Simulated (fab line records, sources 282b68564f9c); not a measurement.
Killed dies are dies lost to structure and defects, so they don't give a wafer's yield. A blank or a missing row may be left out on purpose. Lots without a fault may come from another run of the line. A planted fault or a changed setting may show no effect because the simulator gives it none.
A struck lot beside a sound one | flow rit_cmos | 15 steps out of a route of 202
Sound: wafers L995.2, L995.5, L995.6. Struck: wafers L990.1, L990.2, L990.3. The cause comes at the end.
At each step with rows: each side's tool, then ch and its chambers, then its first start. Under that, the readings that differ: sound wafers | struck wafers | difference of the means | sigmas: that difference in standard deviations of wafers without a fault.
alike: readings whose means differ by less than 2 such deviations, and words and numbers that are the same on both sides. not compared: withheld readings, readings that some wafer has no value for, bounds like >300 that may hide the same value, and numbers for which the record gives no deviation and whose values overlap.
The two part at a step that has a row with sigmas, a row that says differs or no value, or rows on one side only. Numbers that don't overlap but have no deviation are shown without sigmas and don't part them. A reading that every wafer of one side lacks parts them only if that side has two wafers or more.

first, 2 steps without rows for these wafers: RIT_GATE_PEB_14; RIT_GATE_DEVELOP_15 (develop time 50 s).
RIT_GATE_CD_MEAS_16: target cd 150 nm.
  sound on cd_sem-01, day 5 11:59; struck on cd_sem-01, day 4 04:50
  alike: cd_nm
RIT_GATE_OVL_MEAS_17:
  sound on overlay-01, day 5 12:05; struck on overlay-01, day 4 04:58
  alike: GATE_OVL
then, 1 step without rows for these wafers: RIT_GATE_HARDBAKE_18 (time 60 s).
RIT_GATE_ETCH_19: etches poly-Si in SF6/CHF3/O2, stops on SiO2, time 165 s, target depth 312.5 nm.
  sound on rie_si-02 ch 1,2, day 5 12:16; struck on rie_si-02 ch 0,2,3, day 4 05:08
  alike: chamber_pressure_mTorr, drypump_motor_current_A, oes_product_au, throttle_valve_pct
  not compared: rf_hours_counter_h
RIT_GATE_STRIP_20: strips in O2, time 180 s.
  sound on plasma_asher-02 ch 0,1, day 5 12:23; struck on plasma_asher-03 ch 0,1, day 4 05:15
  alike: chamber_pressure_mTorr, drypump_motor_current_A, rf_refl_power_W
  not compared: rf_hours_counter_h
RIT_GATE_CD_MEAS_90: target cd 150 nm.
  sound on cd_sem-01, day 5 12:34; struck on cd_sem-02, day 4 05:26
  alike: cd_nm
then, 4 steps without rows for these wafers: RIT_REOX_CLEAN_00 (cleans in SC1, time 600 s); RIT_REOX_CLEAN_01 (cleans in dHF, time 30 s); RIT_REOX_CLEAN_02 (cleans in SC2, time 600 s); RIT_REOX_OXIDATION_03 (target thk 25.2 nm, ox time 5580 s).
RIT_REOX_THK_MEAS_04:
  sound on film_metro-01, day 5 15:43; struck on film_metro-04, day 4 10:02
  reading             | sound          | struck         | difference | sigmas
  REOX_OXIDE_THK (nm) | 24.6 25.0 24.4 | 28.4 28.4 28.3 | +3.7       | +8
then, 1 step without rows for these wafers: RIT_NLDD_HMDS_00 (prime time 60 s).
RIT_M1_PROBE_99:
  sound on prober-01, day 6 09:58; struck on prober-01, day 5 02:45
  alike: killed_at_M0_to_M3, killed_at_contacts, killed_at_front_end, killed_dies, killed_on_rim, killed_open, killed_short

WHERE THEY PART
Only at RIT_REOX_THK_MEAS_04, within this record. Later steps at which nothing parts them and some readings are alike: RIT_M1_PROBE_99.

WHY: what the simulator had put in
Metrology matching offset: film_metro-04, from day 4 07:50 on, at RIT_REOX_THK_MEAS_04. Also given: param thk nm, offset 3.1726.
